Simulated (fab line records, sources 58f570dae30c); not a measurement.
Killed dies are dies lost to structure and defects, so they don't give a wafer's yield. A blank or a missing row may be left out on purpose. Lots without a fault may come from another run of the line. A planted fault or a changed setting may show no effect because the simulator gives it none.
Chamber matching | flow berkeley_cmos170 | UCB170_FIELD_WET_ETCH_05 on wet_bench-01: 4 sister chambers
The step etches Si3N4 in H3PO4, time 12600 s. 8 wafers are shown with their chamber, then 8 later ones without.

WAFERS WITH THEIR CHAMBER
wafer  | chamber | bath_guard_temp_C (C) | bath_heat_duty_pct (%)
L648.5 | 1       | 160.5                 | 26.0
L648.6 | 1       | 160.7                 | 26.4
L649.4 | 3       | 160.7                 | 26.1
L653.2 | 0       | 159.9                 | 22.0
L653.6 | 0       | 159.8                 | 21.4
L654.4 | 2       | 159.4                 | 27.1
L654.6 | 2       | 159.5                 | 26.3
L655.1 | 3       | 160.5                 | 25.8

WAFERS WITHOUT THEIR CHAMBER
wafer  | bath_guard_temp_C (C) | bath_heat_duty_pct (%)
L655.3 | 160.7                 | 26.8
L655.5 | 160.6                 | 27.1
L656.1 | 160.4                 | 25.6
L656.3 | 160.3                 | 23.7
L656.4 | 160.7                 | 27.5
L657.2 | 159.9                 | 21.7
L657.4 | 159.6                 | 22.7
L657.6 | 159.8                 | 22.3

WHICH CHAMBER EACH WENT THROUGH
wafer  | from the rows above          | in truth
L655.3 | can't be placed: 1 or 3      | 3
L655.5 | can't be placed: 1 or 3      | 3
L656.1 | can't be placed: 3 or 1      | 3
L656.3 | can't be placed: 3 or 0 or 1 | 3
L656.4 | can't be placed: 1 or 3      | 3
L657.2 | 0                            | 0
L657.4 | 0                            | 0
L657.6 | 0                            | 0
Placed correctly: 3 of 8. Can't be placed from these rows: 5 (the true chamber is among the candidates in 5). Placed wrongly: 0.
How it was worked out, from the rows above alone: a wafer's distance from a chamber is the root of the sum, over the readings, of the square of ((its reading less the chamber's mean) divided by the reading's scatter). The wafer belongs to the nearest chamber; if the next one is less than 2 further off, it can't be placed. A chamber's mean is the mean of its shown wafers. The scatter: the root of (the sum of the squares of (reading less its chamber's mean) over the shown wafers, divided by (wafers less chambers)).
